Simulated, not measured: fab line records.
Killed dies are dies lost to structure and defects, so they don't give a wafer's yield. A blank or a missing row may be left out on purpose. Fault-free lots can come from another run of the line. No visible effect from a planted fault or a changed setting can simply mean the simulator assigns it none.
fab line records | flow ritCmos
[record] lots = 6 | wafers = 18 | lastDay = 7
route steps=202 shown PRETRO@69 GATE@75 FOX2@80 M1@202
lots that met no fault: from a run of the same line without faults
startH: hours from the record's opening day to when the first of the lot's shown wafers began | waitH: hours since the lot's step before | " as in the row above | L1.1+2: a row that stands for several wafers | - no value present, or no start provided | * or withheld: withheld | < > ~ a bound
route shown NAME@n: NAME is a module with steps in the file, n the number in the route of the first one | usual: the fault-free wafers' mean and standard deviation | same: alike in all rows | chamber/n: place in a boat | sites: per-site readings | _std_site: standard deviation of those values | _edge_site: outer sites' mean less inner sites' | radiusMm: how far each site lies from the wafer's centre | mask NAME#n: copy n | behind: the tool/chamber that last shaped the wafer | hold: cause of the lot's hold/its duration in hours/its outcome | device: names the non-switching transistor (n, p or np) | end of line: tests run on the same wafers once the route is complete | where a step has no rows: the recipe by itself | killed: not the wafer's yield, but the dies lost to structure and defects at the first sort | map: per-die view of a wafer (x killed, . not killed, _ where there is no die)
set.NAME: the run value of the setting; set.NAME@STEP: its run value at that earlier step | model.NAME: the simulator's own value behind a step, which no gauge read
lots at selected steps of the route; one table per step, one row per wafer
services: the hour from which a tool's chamber was out of use, counted from the record's first day as startH (under 0 if before that day), plus the number of hours and why
[[steps]]
[step RIT_PRETRO_DEVELOP_05]
[recipe] resist = NOVOLAK | developTimeS = 68 | devTempC = 23
[step RIT_PRETRO_OVL_MEAS_06]
[usual] PRETRO_OVL = 0.6/1.4
lot.wafer | tool       | chamber | startH | waitH | PRETRO_OVL[nm]
L741.3    | overlay-02 | -       | 38.39  | -     | -3.1
L741.5    | "          | -       | "      | "     | -1.3
L741.6    | "          | -       | "      | "     | -1.5
L746.2    | overlay-01 | -       | 63.39  | -     | -2.0
L746.4    | "          | -       | "      | "     | -2.9
L746.5    | "          | -       | "      | "     | -1.6
L750.1    | overlay-01 | -       | 82.41  | -     | 1.2
L750.5    | "          | -       | "      | "     | 2.9
L750.6    | "          | -       | "      | "     | -1.7
L756.3    | overlay-01 | -       | 112.46 | -     | 1.3
L756.4    | "          | -       | "      | "     | 1.4
L756.6    | "          | -       | "      | "     | -0.7
L760.4    | overlay-01 | -       | 131.75 | -     | 1.6
L760.5    | "          | -       | "      | "     | 0.8
L760.6    | "          | -       | "      | "     | 1.1
L762.1    | overlay-01 | -       | 142.40 | -     | 1.4
L762.3    | "          | -       | "      | "     | 0.0
L762.5    | "          | -       | "      | "     | 0.2
[step RIT_PRETRO_HARDBAKE_07]
[recipe] resist = NOVOLAK | tempC = 140 | timeS = 120
[step RIT_PRETRO_IMPLANT_08]
[recipe] species = B | energyKev = 45 | doseCm2 = 1.2e+13 | tiltDeg = 7
[step RIT_PRETRO_STRIP_09]
[recipe] chemistry = O2 | timeS = 180 | resist = NOVOLAK | platenTempC = withheld | powerW = 500 | pressureMtorr = 4000 | o2FlowSccm = 4000
[usual] drypumpMotorCurrentA = 5.8/0.41
lot.wafer | tool           | chamber | startH | waitH | drypumpMotorCurrentA | rfHoursCounterH
L741.3    | plasmaAsher-02 | 0       | 38.88  | 0.1   | 6.1                  | -
L741.5    | "              | 1       | "      | "     | 6.1                  | -
L741.6    | "              | 0       | "      | "     | 6.1                  | -
L746.2    | plasmaAsher-01 | 0       | 63.82  | 0.1   | 5.7                  | 42
L746.4    | "              | 0       | "      | "     | 5.7                  | -
L746.5    | "              | 1       | "      | "     | 5.1                  | -
L750.1    | plasmaAsher-01 | 1       | 82.84  | 0.1   | 5.1                  | 44
L750.5    | "              | 1       | "      | "     | 5.1                  | -
L750.6    | "              | 0       | "      | "     | 5.7                  | -
L756.3    | plasmaAsher-02 | 0       | 112.95 | 0.1   | 6.0                  | -
L756.4    | "              | 1       | "      | "     | 6.1                  | -
L756.6    | "              | 1       | "      | "     | 6.1                  | -
L760.4    | plasmaAsher-02 | 0       | 132.22 | 0.1   | 6.1                  | -
L760.5    | "              | 1       | "      | "     | 6.1                  | -
L760.6    | "              | 0       | "      | "     | 6.1                  | -
L762.1    | plasmaAsher-02 | 0       | 142.84 | 0.1   | 6.1                  | 52
L762.3    | "              | 1       | "      | "     | 6.1                  | -
L762.5    | "              | 0       | "      | "     | 6.1                  | -
[step RIT_PRETRO_TW_MEAS_10]
[usual] PRETRO_TW = 477/6.5
lot.wafer | tool         | chamber | startH | waitH | PRETRO_TW
L741.3    | filmMetro-02 | -       | 39.01  | 0.1   | 479
L741.5    | "            | -       | "      | "     | 481
L741.6    | "            | -       | "      | "     | 484
L746.2    | filmMetro-02 | -       | 64.00  | 0.1   | 479
L746.4    | "            | -       | "      | "     | 480
L746.5    | "            | -       | "      | "     | 483
L750.1    | filmMetro-01 | -       | 83.02  | 0.1   | 479
L750.5    | "            | -       | "      | "     | 478
L750.6    | "            | -       | "      | "     | 479
L756.3    | filmMetro-01 | -       | 113.08 | 0.1   | 475
L756.4    | "            | -       | "      | "     | 473
L756.6    | "            | -       | "      | "     | 475
L760.4    | filmMetro-02 | -       | 132.37 | 0.1   | 482
L760.5    | "            | -       | "      | "     | 485
L760.6    | "            | -       | "      | "     | 484
L762.1    | filmMetro-01 | -       | 143.01 | 0.1   | 474
L762.3    | "            | -       | "      | "     | 475
L762.5    | "            | -       | "      | "     | 474
[step RIT_GATE_WET_ETCH_00]
[recipe] chemistry = BOE | target = SiO2 | targetDepthNm = 56 | timeS = 60 | dry = n2Spin | dilution = 10:1 | tempC = 21.5
[step RIT_GATE_CLEAN_01]
[recipe] chemistry = SC1 | mix = 3:3:50 | timeS = 600 | tempC = 75
[step RIT_GATE_CLEAN_02]
[recipe] chemistry = dHF | dilution = 50:1 | timeS = 30
[step RIT_GATE_CLEAN_03]
[recipe] chemistry = SC2 | mix = 3:3:50 | timeS = 600 | tempC = 75 | dry = n2Spin
[step RIT_GATE_CLEAN_04]
[recipe] chemistry = dHF | dilution = 50:1 | timeS = 58.06 | dry = n2Spin
[step RIT_FOX2_THK_MEAS_91]
[recipe] reads = SiO2_of_FOX2_OXIDATION_00
[usual] FIELD_OXIDE_LEFT_2_THK = 258/6.8
lot.wafer | tool         | chamber | startH | waitH | FIELD_OXIDE_LEFT_2_THK[nm]
L741.3    | filmMetro-04 | -       | 39.49  | 0.0   | 256
L741.5    | "            | -       | "      | "     | 252
L741.6    | "            | -       | "      | "     | 249
L746.2    | filmMetro-02 | -       | 64.50  | 0.0   | 256
L746.4    | "            | -       | "      | "     | 255
L746.5    | "            | -       | "      | "     | 255
L750.1    | filmMetro-04 | -       | 83.50  | 0.0   | 248
L750.5    | "            | -       | "      | "     | 252
L750.6    | "            | -       | "      | "     | 256
L756.3    | filmMetro-04 | -       | 113.56 | 0.0   | 267
L756.4    | "            | -       | "      | "     | 267
L756.6    | "            | -       | "      | "     | 265
L760.4    | filmMetro-02 | -       | 132.85 | 0.0   | 261
L760.5    | "            | -       | "      | "     | 262
L760.6    | "            | -       | "      | "     | 258
L762.1    | filmMetro-02 | -       | 143.51 | 0.0   | 257
L762.3    | "            | -       | "      | "     | 268
L762.5    | "            | -       | "      | "     | 260
[step RIT_GATE_OXIDATION_05]
[recipe] tempC = 900 | ambient = O2 | targetThkA = 30 | oxTimeS = 270
[usual] tubeCenterTempC = 900.01/0.078 | tube_center_temp_C_max = 902.3/0.38
lot.wafer | tool       | chamber | startH | waitH | tubeCenterTempC | tube_center_temp_C_max | model.SiO2_of_GATE_OXIDATION_05.thkNm
L741.3    | furnace-04 | 0       | 40.73  | 1.2   | 900.05          | 902.1                  | 2.988
L741.5    | "          | 0       | "      | "     | 899.95          | 902.1                  | 3.003
L741.6    | "          | 0       | "      | "     | 900             | 901.8                  | 2.977
L746.2    | furnace-04 | 0       | 64.55  | 0.0   | 900.05          | 903.1                  | 3.962
L746.4    | "          | 0       | "      | "     | 900.02          | 902.4                  | 3.998
L746.5    | "          | 0       | "      | "     | 899.98          | 902.1                  | 4.044
L750.1    | furnace-04 | 0       | 83.75  | 0.2   | 900             | 902.2                  | 4.091
L750.5    | "          | 0       | "      | "     | 900.11          | 903.0                  | 4.076
L750.6    | "          | 0       | "      | "     | 900.15          | 902.5                  | 4.047
L756.3    | furnace-03 | 0       | 113.60 | 0.0   | 900.2           | 902.2                  | 3.102
L756.4    | "          | 0       | "      | "     | 900.03          | 901.8                  | 3.06
L756.6    | "          | 0       | "      | "     | 899.99          | 901.9                  | 3.075
L760.4    | furnace-03 | 0       | 134.36 | 1.5   | 900.11          | 902.2                  | 3.035
L760.5    | "          | 0       | "      | "     | 900.03          | 902.6                  | 3.055
L760.6    | "          | 0       | "      | "     | 899.93          | 902.2                  | 3.011
L762.1    | furnace-03 | 0       | 143.57 | 0.1   | 899.96          | 901.9                  | 3.123
L762.3    | "          | 0       | "      | "     | 900.06          | 902.1                  | 3.081
L762.5    | "          | 0       | "      | "     | 899.99          | 902.3                  | 3.085
[step RIT_GATE_ANNEAL_06]
[recipe] tempC = 900 | timeS = 600 | ambient = N2O
[step RIT_GATE_THK_MEAS_07]
[recipe] reads = SiO2_of_GATE_OXIDATION_05
[usual] GATE_OXIDE_THK = 3.04/0.07
lot.wafer | tool         | chamber | startH | waitH | GATE_OXIDE_THK[nm]
L741.3    | filmMetro-04 | -       | 45.23  | 0.0   | 2.97
L741.5    | "            | -       | "      | "     | 2.99
L741.6    | "            | -       | "      | "     | 3.00
L746.2    | filmMetro-04 | -       | 65.88  | 0.0   | 3.95
L746.4    | "            | -       | "      | "     | 4.02
L746.5    | "            | -       | "      | "     | 4.02
L750.1    | filmMetro-01 | -       | 85.54  | 0.0   | 4.04
L750.5    | "            | -       | "      | "     | 4.07
L750.6    | "            | -       | "      | "     | 4.06
L756.3    | filmMetro-02 | -       | 114.94 | 0.0   | 3.09
L756.4    | "            | -       | "      | "     | 3.06
L756.6    | "            | -       | "      | "     | 3.13
L760.4    | filmMetro-01 | -       | 138.27 | 0.0   | 2.98
L760.5    | "            | -       | "      | "     | 3.03
L760.6    | "            | -       | "      | "     | 3.06
L762.1    | filmMetro-04 | -       | 144.89 | 0.0   | 3.11
L762.3    | "            | -       | "      | "     | 3.12
L762.5    | "            | -       | "      | "     | 3.10
[step RIT_GATE_CVD_08]
[recipe] material = poly-Si | targetThkNm = 250 | tempC = 610 | precursor = SiH4 | timeS = 2220 | pressureMtorr = 300 | sih4FlowSccm = 100
[step RIT_M1_PROBE_99]
[usual] killedAtContacts = 0.1/0.27 | killedAtFrontEnd = 6.7/2.9 | killedDies = 6.7/2.9 | killedOpen = 3.4/1.8 | killedShort = 3.3/2.2
[same] grossDies = 264 | killed_at_M0_to_M3 = 0 | killed_at_M4_up = 0 | killedAtBackSide = 0 | killedAtOther = 0
lot.wafer | tool      | chamber | startH | waitH | killedAtContacts | killedAtFrontEnd | killedDies | killedOpen | killedShort | model.etest.pmos_0p3.rOnOhmUm | model.etest.pmosTurned.rOnOhmUm | model.etest.nmos_0p3.rOnOhmUm | model.etest.pmos_0p15.rOnOhmUm | model.etest.nmos_0p15.rOnOhmUm | model.etest.nmos_0p15.driveUaUm | model.etest.nmosNarrow.driveUaUm | model.etest.nmos_0p3.driveUaUm
L741.3    | prober-01 | -       | 67.85  | 0.2   | 0                | 3                | 3          | 2          | 1           | 6390                          | 3488                            | 2230                          | 2851                           | 1172                           | 449.6                           | 210.5                            | 220.3
L741.5    | prober-01 | -       | 67.95  | 0.2   | 0                | 9                | 9          | 6          | 3           | 6378                          | 3497                            | 2204                          | 2862                           | 1160                           | 444.4                           | 211.4                            | 220.5
L741.6    | prober-01 | -       | 68.00  | 0.2   | 0                | 7                | 7          | 4          | 3           | 6295                          | 3427                            | 2172                          | 2794                           | 1138                           | 451.6                           | 213.3                            | 220.7
L746.2    | prober-02 | -       | 89.77  | 0.1   | 0                | 12               | 12         | 4          | 8           | 7994                          | 4040                            | 2663                          | 3235                           | 1226                           | 373.6                           | 149                              | 150.4
L746.4    | prober-02 | -       | 89.87  | 0.2   | 0                | 9                | 9          | 5          | 4           | 8201                          | 4167                            | 2691                          | 3360                           | 1262                           | 367.3                           | 145.4                            | 149.5
L746.5    | prober-02 | -       | 89.92  | 0.2   | 0                | 6                | 6          | 3          | 3           | 8173                          | 4071                            | 2719                          | 3311                           | 1247                           | 366.7                           | 142.9                            | 145.1
L750.1    | prober-01 | -       | 110.59 | 0.1   | 0                | 8                | 8          | 4          | 4           | 8424                          | 4245                            | 2872                          | 3408                           | 1363                           | 331.3                           | 130.6                            | 135.6
L750.5    | prober-01 | -       | 110.79 | 0.2   | 1                | 9                | 10         | 4          | 6           | 8299                          | 4139                            | 2851                          | 3327                           | 1365                           | 338.3                           | 132                              | 138.6
L750.6    | prober-01 | -       | 110.84 | 0.2   | 0                | 4                | 4          | 1          | 3           | 8265                          | 4114                            | 2811                          | 3348                           | 1355                           | 337.3                           | 132.3                            | 140.3
L756.3    | prober-01 | -       | 139.36 | 0.2   | 0                | 6                | 6          | 4          | 2           | 6384                          | 3463                            | 2304                          | 2793                           | 1230                           | 432.1                           | 194                              | 207.6
L756.4    | prober-01 | -       | 139.41 | 0.2   | 0                | 5                | 5          | 3          | 2           | 6415                          | 3519                            | 2295                          | 2834                           | 1236                           | 426.5                           | 193.6                            | 210.4
L756.6    | prober-01 | -       | 139.51 | 0.2   | 0                | 5                | 5          | 2          | 3           | 6332                          | 3458                            | 2305                          | 2795                           | 1237                           | 430.3                           | 194.5                            | 212.7
L760.4    | prober-01 | -       | 161.99 | 0.2   | 0                | 11               | 11         | 8          | 3           | 6208                          | 3280                            | 2164                          | 2672                           | 1110                           | 465.1                           | 207.1                            | 217.7
L760.5    | prober-01 | -       | 162.04 | 0.2   | 0                | 5                | 5          | 2          | 3           | 6312                          | 3381                            | 2205                          | 2770                           | 1131                           | 454.2                           | 202.4                            | 215.8
L760.6    | prober-01 | -       | 162.09 | 0.2   | 0                | 3                | 3          | 2          | 1           | 6288                          | 3301                            | 2180                          | 2706                           | 1121                           | 465.7                           | 209.8                            | 221.6
L762.1    | prober-01 | -       | 169.51 | 0.1   | 0                | 17               | 17         | 4          | 13          | 6662                          | 3646                            | 2275                          | 2960                           | 1198                           | 430.4                           | 199.3                            | 208.3
L762.3    | prober-01 | -       | 169.61 | 0.2   | 0                | 1                | 1          | 1          | 0           | 6586                          | 3675                            | 2256                          | 2954                           | 1201                           | 438.5                           | 201.2                            | 213.7
L762.5    | prober-01 | -       | 169.71 | 0.2   | 0                | 9                | 9          | 5          | 4           | 6511                          | 3578                            | 2235                          | 2896                           | 1174                           | 434.1                           | 198.9                            | 211
// killed by level:class
L741.3 FOX1:geometricParticle:open=1 FOX1:geometricParticle:short=1 GATE:geometricParticle:open=1
L741.5 GATE:geometricParticle:open=4 GATE:geometricParticle:short=2 FOX1:geometricParticle:open=1 REOX:geometricParticle:short=1 REOX:geometricParticle:open=1
L741.6 FOX1:geometricParticle:short=3 GATE:geometricParticle:open=2 FOX1:geometricParticle:open=1 SILICIDE:geometricParticle:open=1
L746.2 GATE:geometricParticle:short=3 GATE:geometricParticle:open=2 FOX1:geometricParticle:short=1 FOX1:geometricParticle:open=1 FOX2:geometricParticle:short=1 REOX:geometricParticle:open=1 REOX:geometricParticle:short=1 SPACER:geometricParticle:short=1
L746.4 GATE:geometricParticle:open=3 GATE:geometricParticle:short=2 FOX2:geometricParticle:short=1 REOX:geometricParticle:open=1 REOX:geometricParticle:short=1 SILICIDE:geometricParticle:open=1
L746.5 GATE:geometricParticle:open=3 GATE:geometricParticle:short=2 REOX:geometricParticle:short=1
L750.1 GATE:geometricParticle:short=2 GATE:geometricParticle:open=2 REOX:geometricParticle:short=1 SPACER:geometricParticle:open=1 SPACER:geometricParticle:short=1 SILICIDE:geometricParticle:open=1
L750.5 GATE:geometricParticle:open=4 GATE:geometricParticle:short=2 SPACER:geometricParticle:short=2 FOX1:geometricParticle:short=1 CONTACT:geometricParticle:short=1
L750.6 SILICIDE:geometricParticle:short=3 REOX:geometricParticle:open=1
L756.3 SPACER:geometricParticle:open=3 FOX1:geometricParticle:open=1 FOX1:geometricParticle:short=1 SILICIDE:geometricParticle:short=1
L756.4 GATE:geometricParticle:open=3 GATE:geometricParticle:short=1 SPACER:geometricParticle:short=1
L756.6 GATE:geometricParticle:short=2 FOX1:geometricParticle:short=1 FOX1:geometricParticle:open=1 GATE:geometricParticle:open=1
L760.4 GATE:geometricParticle:open=3 FOX1:geometricParticle:open=2 SPACER:geometricParticle:open=2 FOX1:geometricParticle:short=1 GATE:geometricParticle:short=1 REOX:geometricParticle:open=1 SPACER:geometricParticle:short=1
L760.5 FOX1:geometricParticle:short=2 GATE:geometricParticle:open=1 SPACER:geometricParticle:short=1 SILICIDE:geometricParticle:open=1
L760.6 SPACER:geometricParticle:short=1 SPACER:geometricParticle:open=1 SILICIDE:geometricParticle:open=1
L762.1 GATE:geometricParticle:short=7 REOX:geometricParticle:short=3 REOX:geometricParticle:open=2 SPACER:geometricParticle:short=2 FOX1:geometricParticle:short=1 GATE:geometricParticle:open=1 SPACER:geometricParticle:open=1
L762.3 GATE:geometricParticle:open=1
L762.5 GATE:geometricParticle:short=3 FOX1:geometricParticle:open=2 SPACER:geometricParticle:open=2 FOX1:geometricParticle:short=1 GATE:geometricParticle:open=1
[[services]]
tool       | chamber | startH | hours | kind
furnace-03 | -       | 42.05  | 2.9   | pm
furnace-04 | -       | 133.46 | 3.8   | pm
[[key]]
[firstSign] step = RIT_GATE_THK_MEAS_07 | reading = GATE_OXIDE_THK | direction = up | sigmas = 14 | usual = 3.04 | struck = 4.03
effect none on later readings
[modelEffect] step = RIT_GATE_OXIDATION_05 | value = SiO2_of_GATE_OXIDATION_05.thkNm | without = 3.051 | struck = 4.036
[modelEffect] step = RIT_M1_PROBE_99 | value = etest.pmos_0p3.rOnOhmUm | without = 6425 | struck = 8226
metAt RIT_GATE_OXIDATION_05
struckWafers L746.2,L746.4,L746.5,L750.1,L750.5,L750.6
testerLeftOut L746,L750
onsetBetween 40.73 64.55
alsoFits RIT_PRETRO_STRIP_09:plasmaAsher-01
[fault] kind = processParameterDrift | tool = furnace-04 | chamber = - | onsetH = 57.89 | steps = RIT_GATE_OXIDATION_05 | channel = oxTimeS | offset = * | shape = step | endH = 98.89 | actsIn = * | stated = *
// testerLeftOut: of these lots the tester's yield and bins aren't shown, on N5 and GAA mostly nor the transistor test; their killed dies are dies lost to structure and defects alone, not to doping, threshold or leakage, so they don't give the yield
